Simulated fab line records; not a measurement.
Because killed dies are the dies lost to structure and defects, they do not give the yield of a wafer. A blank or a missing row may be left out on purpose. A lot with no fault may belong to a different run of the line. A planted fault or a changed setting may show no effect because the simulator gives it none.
Which tool did it? -- flow rit-cmos -- 15 lots with 45 wafers sampled at 2 steps, on a route of 202 steps

WHAT EACH GAUGE READ, for each wafer
RIT_SPACER_THK_MEAS_04. Usual: SPACER_NITRIDE_THK typically reads 250.9 nm, with standard deviation 2.9.
lot,measured,on,SPACER_NITRIDE_THK (nm),flag
L673,day 3 01:37,film-metro-02,250.0 250.3 251.2,
L675,day 3 09:38,film-metro-02,259.1 259.2 257.8,
L676,day 3 13:47,film-metro-01,250.6 253.2 252.7,
L677,day 3 23:02,film-metro-03,251.9 250.7 249.4,
L680,day 4 10:21,film-metro-03,253.4 254.0 252.2,
L682,day 5 00:23,film-metro-01,250.9 250.8 249.9,
L684,day 5 09:20,film-metro-02,245.7 247.9 246.1,
L686,day 5 18:28,film-metro-02,246.6 246.7 247.6,
L688,day 6 02:59,film-metro-02,250.4 249.5 249.8,
L689,day 6 08:09,film-metro-03,250.7 249.0 248.4,
L695,day 7 21:31,film-metro-01,252.6 250.5 249.2,
L696,day 8 09:29,film-metro-03,252.2 254.0 252.3,

WHAT TOOL EACH LOT RAN ON (gives the tool, then ch and the chambers of the sampled wafers, and finally the start)
lot,RIT_ACTIVE_STRIP_14
L673,"plasma-asher-02 ch 0,1, day 1 14:50"
L675,"plasma-asher-02 ch 0,1, day 2 02:32"
L676,"plasma-asher-02 ch 0, day 2 05:50"
L677,"plasma-asher-04 ch 0,1, day 2 11:49"
L680,"plasma-asher-04 ch 0,1, day 3 02:21"
L682,"plasma-asher-03 ch 0,1, day 3 12:43"
L684,"plasma-asher-02 ch 0,1, day 3 22:34"
L686,"plasma-asher-03 ch 0,1, day 4 10:41"
L688,"plasma-asher-03 ch 0, day 4 18:52"
L689,"plasma-asher-02 ch 0,1, day 4 22:50"
L690,"plasma-asher-02 ch 0,1, day 5 05:33"
L691,"plasma-asher-02 ch 0,1, day 5 09:55"
L692,"plasma-asher-03 ch 0,1, day 5 15:59"
L695,"plasma-asher-04 ch 0,1, day 6 05:14"
L696,"plasma-asher-04 ch 0,1, day 6 10:11"
- RIT_ACTIVE_STRIP_14: strips in O2, time 180 s.

AS READ BY THE TOOLS THEMSELVES (means over the sampled wafers that have a number; for cases with no such wafer, the mark the record gives instead)
RIT_ACTIVE_STRIP_14. Usual: chamber-pressure-mTorr 4000 mTorr, standard deviation 3.7; drypump-motor-current-A 5.8 A, standard deviation 0.3; rf-refl-power-W 6.2 W, standard deviation 1.1.
lot,tool,chamber-pressure-mTorr (mTorr),drypump-motor-current-A (A),rf-refl-power-W (W),flag
L673,plasma-asher-02,4000,6.0,5.5,
L675,plasma-asher-02,4003,5.8,6.2,
L676,plasma-asher-02,4000,6.2,5.1,
L677,plasma-asher-04,4000,5.9,6.7,
L680,plasma-asher-04,3999,5.9,6.6,
L682,plasma-asher-03,4003,5.4,7.3,
L684,plasma-asher-02,3995,5.8,6.0,
L686,plasma-asher-03,4002,5.5,6.9,
L688,plasma-asher-03,4000,5.3,7.7,
L689,plasma-asher-02,3994,5.9,6.0,
L690,plasma-asher-02,-,-,-,OFF
L691,plasma-asher-02,-,-,-,OFF
L692,plasma-asher-03,-,-,-,OFF
L695,plasma-asher-04,4001,5.9,6.6,
L696,plasma-asher-04,4000,5.8,5.9,

THE ANSWER, worked out from the rows above alone
Rule: lot off if the mean of its wafers having a number is beyond 3 standard deviations from the usual mean. A lot without any number at a reading at which 4 lots or more have one is off too. All remaining lots with rows at the step are treated as sound. First the gauges in route order, then the tools' own readings, where a lot's mean is used as printed above. The first step at which some lot is off is used, and at that step the reading that is off furthest; a lot without a number counts as furthest.
Off: L690, L691, L692, at RIT_ACTIVE_STRIP_14 (chamber-pressure-mTorr). Without a number there: L690, L691, L692.
If a tool, at that step or one of the process steps before it, ran each lot that is off and ran no sound lot following the first of them, it fits. No candidate that was tried fits.

WHAT WAS PUT IN BY THE SIMULATOR
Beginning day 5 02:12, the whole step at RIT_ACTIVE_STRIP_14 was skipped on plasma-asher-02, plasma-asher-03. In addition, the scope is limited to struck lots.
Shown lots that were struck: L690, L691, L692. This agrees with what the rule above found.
